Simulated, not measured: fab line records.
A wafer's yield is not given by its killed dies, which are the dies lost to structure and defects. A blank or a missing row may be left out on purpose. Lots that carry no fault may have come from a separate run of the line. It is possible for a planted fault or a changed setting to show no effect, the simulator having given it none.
Which tool is to blame? ; flow berkeley_cmos170 ; 7 lots, 21 wafers sampled, at 2 steps of a route of 331

## WHAT THE GAUGES SHOWED, per wafer
UCB170_V1_OVL_MEAS_13.
lot;measured;on;V1_OVL (nm)
L484;day 9 08:39;overlay-01;-6 -3 3
L485;day 9 08:49;overlay-02;6 3 -2
L489;day 9 22:17;overlay-01;-6 2 -3
L492;day 10 23:11;overlay-02;4 6 0
L497;day 12 01:05;overlay-01;1 8 6
L501;day 12 16:16;overlay-02;-1 -7 -2
L505;day 13 22:16;overlay-01;-3 -2 -3

## WHICH TOOL RAN EACH LOT (tool, then ch and the chambers of the sampled wafers, then the start)
lot;UCB170_GATE_STRIP_16
L484;plasma_asher-01 ch 0,1, day 8 02:21
L485;plasma_asher-03 ch 0,1, day 8 02:41
L489;plasma_asher-01 ch 0,1, day 8 17:12
L492;plasma_asher-01 ch 0,1, day 9 18:21
L497;plasma_asher-02 ch 0,1, day 10 17:07
L501;plasma_asher-02 ch 0,1, day 11 13:40
L505;plasma_asher-03 ch 0,1, day 12 13:42
- UCB170_GATE_STRIP_16: strips in O2.

## THE ANSWER, worked out from the rows above alone
Rule: usual is defined by the lots themselves. The widest of any qualifying gaps counts: lots, ordered by their means at a reading, are off when they make up no more than a third of the lots, leave a main group of 4 or more, and stand apart from it by 3 or more times the standard deviation of that group's means. Not used: any main group whose means are identical at the precision the tables above print for the reading. A lot without any number at a reading at which 4 lots or more have one is off too. Where the step has rows for the other lots, those lots are counted as sound.
No lot is off at any reading shown: from this, nothing can be told.

## WHAT THE SIMULATOR HAD PUT IN
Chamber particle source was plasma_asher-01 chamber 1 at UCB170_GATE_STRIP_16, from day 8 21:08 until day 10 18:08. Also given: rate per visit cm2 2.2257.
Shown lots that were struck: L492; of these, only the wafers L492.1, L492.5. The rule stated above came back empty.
